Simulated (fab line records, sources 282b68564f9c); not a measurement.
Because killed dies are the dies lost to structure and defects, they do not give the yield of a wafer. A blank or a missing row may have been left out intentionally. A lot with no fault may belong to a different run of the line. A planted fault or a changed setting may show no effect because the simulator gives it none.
fab line records    flow rit-cmos
record: lots: 5  wafers: 15  last-day: 5
route steps=202 shown ACTIVE@1 FOX1@20 FOX2@23 M1@202
lots that met no fault: taken from a fault-free run of the same line
start-h: the number of hours between the record's first day and the start of the first shown wafer of the lot    wait-h: hours elapsed since this lot's preceding step    " unchanged from the row above    L1.1+2: a single row standing in for several wafers    - no value, or no start was given    * or withheld: withheld    < > ~ a bound
route shown NAME@n: a module of which the file shows steps, and the number in the route of the first    usual: mean and standard deviation over wafers with no fault    same: alike in all rows    chamber/n: place in a boat    sites: per-site readings    _std_site: the values' standard deviation    _edge_site: mean of outer sites minus mean of inner sites    radius-mm: for every site, how far away it sits from the centre of the wafer    mask NAME#n: copy n    behind: the tool/chamber that last shaped the wafer    hold: why the lot was held/for how many hours/how that ended    device: which transistor (n, p or np) failed to switch    end of line: tests of these same wafers at the route's end    a step with no rows: only its recipe    killed: dies that structure and defects cost at the first sort, which is not the same as the wafer's yield    map: per-die view of a wafer (x killed, . not killed, _ where there is no die)
set.NAME: the setting that was run; set.NAME@STEP: the one run at that earlier step    model.NAME: the simulator's own value behind a step, which no gauge read
lots at some steps of the route; a table a step, a row a wafer
services: a tool's chamber out of use, with start hour (start-h, from the record's first day; less than 0 if before it), hours out, and reason
== steps ==
step: RIT_ACTIVE_BOW_MEAS_00
recipe: mode: bow
usual: INCOMING_BOW: 0/6.9
lot.wafer  tool           chamber  start-h  wait-h  INCOMING_BOW[um]
L335.2     film-metro-03  -        30.02    -       12
L335.4     "              -        "        "       -5
L335.6     "              -        "        "       17
L337.1     film-metro-04  -        40.00    -       2
L337.4     "              -        "        "       -16
L337.6     "              -        "        "       0
L341.1     film-metro-01  -        60.00    -       2
L341.2     "              -        "        "       -1
L341.3     "              -        "        "       -3
L343.1     film-metro-03  -        70.00    -       -2
L343.4     "              -        "        "       1
L343.6     "              -        "        "       6
L344.1     film-metro-01  -        75.00    -       -1
L344.3     "              -        "        "       9
L344.6     "              -        "        "       1
step: RIT_ACTIVE_OXIDATION_01
recipe: temp-c: 1000  ambient: O2  target-thk-a: 468  ox-time-s: 3360
step: RIT_ACTIVE_THK_MEAS_02
recipe: reads: SiO2_of_ACTIVE_OXIDATION_01
usual: ACTIVE_OXIDE_THK: 46.1/0.74
lot.wafer  tool           chamber  start-h  wait-h  ACTIVE_OXIDE_THK[nm]
L335.2     film-metro-03  -        32.06    0.0     45.0
L335.4     "              -        "        "       45.4
L335.6     "              -        "        "       45.5
L337.1     film-metro-04  -        43.44    0.0     46.2
L337.4     "              -        "        "       46.4
L337.6     "              -        "        "       46.7
L341.1     film-metro-01  -        63.45    0.0     46.5
L341.2     "              -        "        "       48.0
L341.3     "              -        "        "       47.6
L343.1     film-metro-03  -        74.35    0.0     46.6
L343.4     "              -        "        "       47.1
L343.6     "              -        "        "       47.0
L344.1     film-metro-01  -        77.60    0.0     45.2
L344.3     "              -        "        "       46.2
L344.6     "              -        "        "       45.6
step: RIT_ACTIVE_CVD_03
recipe: material: Si3N4  target-thk-nm: 150  temp-c: 810  precursor: SiH2Cl2/NH3  time-s: 1500  pressure-mtorr: 300  sih2cl2-flow-sccm: 62.25  nh3-flow-sccm: 150
usual: spike-tc-centre-C: 812.5/1.2  spike-tc-load-C: 832.1/2.1  spike-tc-source-C: 830.3/2.6  zone-power-source-pct: 21.1/1.5
lot.wafer  tool      chamber  start-h  wait-h  spike-tc-centre-C  spike-tc-load-C  spike-tc-source-C  zone-power-source-pct  model.Si3N4_of_ACTIVE_CVD_03.thk-nm
L335.2     lpcvd-02  1        32.11    0.0     814.8              830.9            831.9              22.1                   150.8
L335.4     "         1        "        "       813.7              830.9            831.6              21.7                   150.8
L335.6     "         1        "        "       812.2              831.1            834.5              21.8                   151.2
L337.1     lpcvd-01  1        43.50    0.1     811.5              831.2            828.1              22.4                   150.8
L337.4     "         1        "        "       812.3              833.3            830.5              22.4                   152.2
L337.6     "         1        "        "       812.7              833.7            830.1              22.0                   151.7
L341.1     lpcvd-02  1        63.51    0.1     823.5              845.1            847.0              23.3                   189.7
L341.2     "         1        "        "       824.8              843.0            845.4              23.1                   190.9
L341.3     "         1        "        "       823.8              844.7            846.1              23.1                   191
L343.1     lpcvd-01  1        74.41    0.1     812.7              831.8            829.9              22.3                   150.3
L343.4     "         1        "        "       812.0              831.6            829.6              22.6                   149.4
L343.6     "         1        "        "       812.3              830.4            829.6              22.3                   150
L344.1     lpcvd-01  0        77.66    0.1     811.9              829.2            829.6              18.9                   152.4
L344.3     "         0        "        "       813.9              831.0            830.3              18.6                   152.3
L344.6     "         0        "        "       810.9              831.2            830.4              18.7                   152.1
step: RIT_ACTIVE_THK_MEAS_04
recipe: reads: Si3N4_of_ACTIVE_CVD_03
usual: ACTIVE_NITRIDE_THK: 151.4/1.6
lot.wafer  tool           chamber  start-h  wait-h  hold                      ACTIVE_NITRIDE_THK[nm]
L335.2     film-metro-03  -        33.54    0.0     -                         150.9
L335.4     "              -        "        "       -                         150.7
L335.6     "              -        "        "       -                         151.2
L337.1     film-metro-01  -        44.93    0.0     -                         150.9
L337.4     "              -        "        "       -                         152.2
L337.6     "              -        "        "       -                         151.8
L341.1     film-metro-03  -        64.92    0.0     await-dispo/0.2h/release  189.7
L341.2     "              -        "        "       await-dispo/0.2h/release  190.9
L341.3     "              -        "        "       await-dispo/0.2h/release  191.1
L341.1     film-metro-03  -        65.15    0.2     -                         189.9
L341.2     "              -        "        "       -                         190.9
L341.3     "              -        "        "       -                         191.0
L343.1     film-metro-01  -        75.83    0.0     -                         150.3
L343.4     "              -        "        "       -                         149.4
L343.6     "              -        "        "       -                         150.0
L344.1     film-metro-04  -        79.08    0.0     -                         152.3
L344.3     "              -        "        "       -                         152.3
L344.6     "              -        "        "       -                         152.1
step: RIT_ACTIVE_COAT_06
recipe: resist: NOVOLAK  spin-rpm: 3250  resist-thk-nm: 1000
step: RIT_ACTIVE_SOFTBAKE_07
recipe: resist: NOVOLAK  temp-c: 90  time-s: 60
step: RIT_ACTIVE_EXPOSE_08
recipe: mask-id: M1  na: 0.6  source-shape: conventional  sigma-outer: 0.6  target-cd-nm: 1400  dose-mj: 225
step: RIT_ACTIVE_PEB_09
recipe: resist: NOVOLAK  temp-c: withheld  time-s: withheld
step: RIT_ACTIVE_DEVELOP_10
recipe: resist: NOVOLAK  develop-time-s: 50  dev-temp-c: 23
step: RIT_ACTIVE_CD_MEAS_11
recipe: target-cd-nm: 1400
usual: cd-nm: 1399.5/2.1
lot.wafer  tool       chamber  start-h  wait-h  cd-nm
L335.2     cd-sem-01  -        34.46    -       1400.3
L335.4     "          -        "        "       1401.7
L335.6     "          -        "        "       1400.9
L337.1     cd-sem-01  -        45.84    -       1398.4
L337.4     "          -        "        "       1397.9
L337.6     "          -        "        "       1400.0
L341.1     cd-sem-01  -        69.30    -       1399.6
L341.2     "          -        "        "       1399.4
L341.3     "          -        "        "       1398.0
L343.1     cd-sem-02  -        76.87    -       1399.7
L343.4     "          -        "        "       1400.0
L343.6     "          -        "        "       1400.5
L344.1     cd-sem-01  -        80.23    -       1401.0
L344.3     "          -        "        "       1402.4
L344.6     "          -        "        "       1401.6
step: RIT_ACTIVE_HARDBAKE_12
recipe: resist: NOVOLAK  temp-c: 140  time-s: 60
step: RIT_ACTIVE_ETCH_13
recipe: stop-on: SiO2  chemistry: SF6  target: Si3N4  time-s: 210  over-etch-frac: 0.4  SF6_flow_sccm: 200  pressure-mtorr: 260  rf-w: 125  target-depth-a: 2100
usual: drypump-motor-current-A: 6.0/0.47  oes-product-au: 0.824/0.013  throttle-valve-pct: 7.51/0.14
lot.wafer  tool         chamber  start-h  wait-h  drypump-motor-current-A  oes-product-au  rf-hours-counter-h  throttle-valve-pct  model.ACTIVE.feature-depth-nm  model.etch.depth-nm
L335.2     rie-diel-03  3        34.71    0.1     5.5                      0.840           20                  7.70                150.8                          150.8
L335.4     "            0        "        "       6.6                      0.787           24                  7.58                150.8                          150.8
L335.6     "            0        "        "       6.5                      0.802           -                   7.60                151.2                          151.2
L337.1     rie-diel-04  2        46.11    0.1     5.2                      0.819           95                  7.29                151                            150.8
L337.4     "            0        "        "       6.5                      0.825           3                   7.66                152.3                          152.2
L337.6     "            1        "        "       5.9                      0.836           -                   7.52                153.8                          151.7
L341.1     rie-diel-03  0        69.57    0.1     6.5                      0.909           25                  7.59                189.7                          189.7
L341.2     "            2        "        "       6.0                      0.953           73                  7.34                191                            190.9
L341.3     "            1        "        "       6.3                      0.952           2                   7.60                191                            191
L343.1     rie-diel-04  1        77.14    0.1     5.9                      0.826           3                   7.52                152.4                          150.3
L343.4     "            0        "        "       6.5                      0.817           3                   7.66                149.4                          149.4
L343.6     "            1        "        "       5.9                      0.822           -                   7.51                152.1                          150
L344.1     rie-diel-03  0        80.55    0.1     6.6                      0.798           25                  7.59                152.4                          152.4
L344.3     "            3        "        "       5.5                      0.851           21                  7.70                152.3                          152.3
L344.6     "            2        "        "       6.0                      0.840           -                   7.33                152.2                          152.1
step: RIT_ACTIVE_STRIP_14
recipe: chemistry: O2  time-s: 180  resist: NOVOLAK  platen-temp-c: withheld  power-w: 500  pressure-mtorr: 4000  o2-flow-sccm: 4000
usual: drypump-motor-current-A: 5.9/0.46
lot.wafer  tool             chamber  start-h  wait-h  drypump-motor-current-A  rf-hours-counter-h
L335.2     plasma-asher-02  0        34.84    0.1     5.6                      39
L335.4     "                0        "        "       5.7                      -
L335.6     "                1        "        "       6.6                      -
L337.1     plasma-asher-01  1        46.24    0.1     6.4                      36
L337.4     "                0        "        "       5.5                      -
L337.6     "                1        "        "       6.4                      -
L341.1     plasma-asher-02  0        69.70    0.1     5.7                      42
L341.2     "                1        "        "       6.5                      42
L341.3     "                1        "        "       6.5                      -
L343.1     plasma-asher-02  0        77.27    0.1     5.7                      43
L343.4     "                0        "        "       5.7                      -
L343.6     "                1        "        "       6.5                      -
L344.1     plasma-asher-01  1        80.69    0.1     6.4                      39
L344.3     "                0        "        "       5.4                      -
L344.6     "                1        "        "       6.4                      -
step: RIT_ACTIVE_CD_MEAS_90
recipe: target-cd-nm: 1400
usual: cd-nm: 1399.5/2.1
lot.wafer  tool       chamber  start-h  wait-h  cd-nm
L335.2     cd-sem-02  -        35.04    0.1     1400.1
L335.4     "          -        "        "       1401.4
L335.6     "          -        "        "       1401.5
L337.1     cd-sem-02  -        46.42    0.1     1398.7
L337.4     "          -        "        "       1397.7
L337.6     "          -        "        "       1400.6
L341.1     cd-sem-02  -        69.88    0.1     1400.0
L341.2     "          -        "        "       1399.4
L341.3     "          -        "        "       1398.2
L343.1     cd-sem-02  -        77.44    0.1     1400.2
L343.4     "          -        "        "       1400.0
L343.6     "          -        "        "       1400.5
L344.1     cd-sem-01  -        80.86    0.1     1400.9
L344.3     "          -        "        "       1402.8
L344.6     "          -        "        "       1401.4
step: RIT_ACTIVE_CLEAN_15
recipe: chemistry: SC1  mix: 3:3:50  time-s: 600  temp-c: 75
step: RIT_ACTIVE_CLEAN_16
recipe: chemistry: dHF  dilution: 50:1  time-s: 30
step: RIT_ACTIVE_CLEAN_17
recipe: chemistry: SC2  mix: 3:3:50  time-s: 600  temp-c: 75  dry: n2-spin
step: RIT_FOX1_OXIDATION_00
recipe: temp-c: 1100  ambient: H2O  target-thk-a: 3507  p-h2o-torr: 720  ox-time-s: 1130
step: RIT_FOX1_THK_MEAS_01
recipe: reads: SiO2_of_FOX1_OXIDATION_00
usual: FOX1_OXIDE_THK: 346/6.1
lot.wafer  tool           chamber  start-h  wait-h  FOX1_OXIDE_THK[nm]
L335.2     film-metro-04  -        38.79    0.0     351
L335.4     "              -        "        "       353
L335.6     "              -        "        "       348
L337.1     film-metro-04  -        52.89    0.0     348
L337.4     "              -        "        "       345
L337.6     "              -        "        "       343
L341.1     film-metro-04  -        73.74    0.0     349
L341.2     "              -        "        "       352
L341.3     "              -        "        "       352
L343.1     film-metro-03  -        80.32    0.0     339
L343.4     "              -        "        "       338
L343.6     "              -        "        "       348
L344.1     film-metro-04  -        82.84    0.0     346
L344.3     "              -        "        "       343
L344.6     "              -        "        "       346
step: RIT_FOX1_WET_ETCH_02
recipe: chemistry: BOE  target-depth-nm: 350  time-s: 390  temp-c: 21.5  dry: n2-spin  dilution: 10:1  target: SiO2
step: RIT_FOX2_OXIDATION_00
recipe: temp-c: 1100  ambient: H2O  target-thk-a: 3507  p-h2o-torr: 720  ox-time-s: 1130
step: RIT_FOX2_THK_MEAS_01
recipe: reads: SiO2_of_FOX2_OXIDATION_00
usual: FOX2_OXIDE_THK: 348/7.8
lot.wafer  tool           chamber  start-h  wait-h  FOX2_OXIDE_THK[nm]
L335.2     film-metro-02  -        41.27    0.0     348
L335.4     "              -        "        "       344
L335.6     "              -        "        "       347
L337.1     film-metro-02  -        56.39    0.0     345
L337.4     "              -        "        "       351
L337.6     "              -        "        "       352
L341.1     film-metro-02  -        75.73    0.0     336
L341.2     "              -        "        "       338
L341.3     "              -        "        "       333
L343.1     film-metro-04  -        81.81    0.0     340
L343.4     "              -        "        "       346
L343.6     "              -        "        "       348
L344.1     film-metro-01  -        84.33    0.0     350
L344.3     "              -        "        "       347
L344.6     "              -        "        "       345
step: RIT_FOX2_CLEAN_02
recipe: chemistry: dHF  dilution: 50:1  time-s: 171.4
lot.wafer  tool          chamber  start-h  wait-h  model.Si3N4_of_ACTIVE_CVD_03.thk-nm
L335.2     wet-bench-03  0        41.32    0.0     131.7
L335.4     "             0        "        "       131.6
L335.6     "             0        "        "       132
L337.1     wet-bench-03  3        56.45    0.1     131.6
L337.4     "             3        "        "       133
L337.6     "             3        "        "       132.5
L341.1     wet-bench-03  3        75.96    0.2     170.4
L341.2+3   "             3        "        "       171.7
L343.1     wet-bench-03  2        81.87    0.1     131.1
L343.4     "             2        "        "       130.2
L343.6     "             2        "        "       130.8
L344.1     wet-bench-03  2        84.39    0.1     133.2
L344.3     "             2        "        "       133.1
L344.6     "             2        "        "       132.9
step: RIT_FOX2_WET_ETCH_03
recipe: chemistry: H3PO4  target: Si3N4  target-depth-nm: 195  temp-c: 165  time-s: 2700
step: RIT_M1_PROBE_99
usual: killed-at-contacts: 0.0/0.2  killed-at-front-end: 6.8/3  killed-dies: 6.9/3  killed-open: 3.3/1.9  killed-short: 3.6/1.9
same: gross-dies: 264  killed_at_M0_to_M3: 0  killed_at_M4_up: 0  killed-at-back-side: 0  killed-at-other: 0
lot.wafer  tool       chamber  start-h  wait-h  killed-at-contacts  killed-at-front-end  killed-dies  killed-open  killed-short
L335.2     prober-02  -        89.05    0.1     0                   7                    7            2            5
L335.4     prober-02  -        89.15    0.2     1                   4                    5            2            3
L335.6     prober-02  -        89.25    0.2     0                   8                    8            2            6
L341.1     prober-02  -        122.80   0.1     0                   15                   15           11           4
L341.2     prober-02  -        122.85   0.1     0                   12                   12           7            5
L341.3     prober-02  -        122.90   0.2     0                   7                    7            4            3
killed by level:class
L335.2 SPACER:geometric-particle:short=2 SILICIDE:geometric-particle:short=2 GATE:geometric-particle:open=1 GATE:geometric-particle:short=1 REOX:geometric-particle:open=1
L335.4 SPACER:geometric-particle:short=2 FOX1:geometric-particle:open=1 SPACER:geometric-particle:open=1 CONTACT:geometric-particle:short=1
L335.6 GATE:geometric-particle:short=3 SPACER:geometric-particle:short=2 FOX1:geometric-particle:short=1 GATE:geometric-particle:open=1 REOX:geometric-particle:open=1
L341.1 GATE:geometric-particle:open=6 GATE:geometric-particle:short=3 FOX2:geometric-particle:open=2 SPACER:geometric-particle:open=2 SILICIDE:geometric-particle:short=1 SILICIDE:geometric-particle:open=1
L341.2 SPACER:geometric-particle:open=4 GATE:geometric-particle:short=3 GATE:geometric-particle:open=2 FOX2:geometric-particle:short=1 FOX2:geometric-particle:open=1 SPACER:geometric-particle:short=1
L341.3 GATE:geometric-particle:open=3 FOX2:geometric-particle:short=2 SPACER:geometric-particle:short=1 SPACER:geometric-particle:open=1
== services ==
tool         chamber  start-h  hours  kind
rie-diel-03  3        13.76    4.6    repair
== key ==
first-sign: step: RIT_ACTIVE_CVD_03  reading: spike-tc-centre-C  direction: up  sigmas: 9.5  usual: 812.5  struck: 824.0
effect: step: RIT_ACTIVE_CVD_03  reading: spike-tc-source-C  direction: up  sigmas: 6.1  usual: 830.3  struck: 846.2
effect: step: RIT_ACTIVE_THK_MEAS_04  reading: visit  direction: added
effect: step: RIT_ACTIVE_THK_MEAS_04  reading: ACTIVE_NITRIDE_THK  direction: up  sigmas: 24  usual: 151.4  struck: 190.6
effect: step: RIT_ACTIVE_ETCH_13  reading: oes-product-au  direction: up  sigmas: 8.7  usual: 0.824  struck: 0.938
model-effect: step: RIT_ACTIVE_CVD_03  value: Si3N4_of_ACTIVE_CVD_03.thk-nm  without: 154.9  struck: 190.5
model-effect: step: RIT_ACTIVE_ETCH_13  value: ACTIVE.feature-depth-nm  without: 154.9  struck: 190.6
model-effect: step: RIT_FOX2_CLEAN_02  value: Si3N4_of_ACTIVE_CVD_03.thk-nm  without: 135.6  struck: 171.3
met-at RIT_ACTIVE_CVD_03
struck-wafers L341.1,L341.2,L341.3
tester-left-out L341
onset-between 32.11 63.51
fault: kind: process-parameter-drift  tool: lpcvd-02  chamber: 1  onset-h: 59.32  steps: RIT_ACTIVE_CVD_03  channel: temp-c  offset: *  shape: step  end-h: 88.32  acts-in: *  stated: *
tester-left-out: of these lots the tester's yield and bins aren't shown, on N5 and GAA mostly nor the transistor test; their killed dies are dies lost to structure and defects alone, not to doping, threshold or leakage, so they don't give the yield
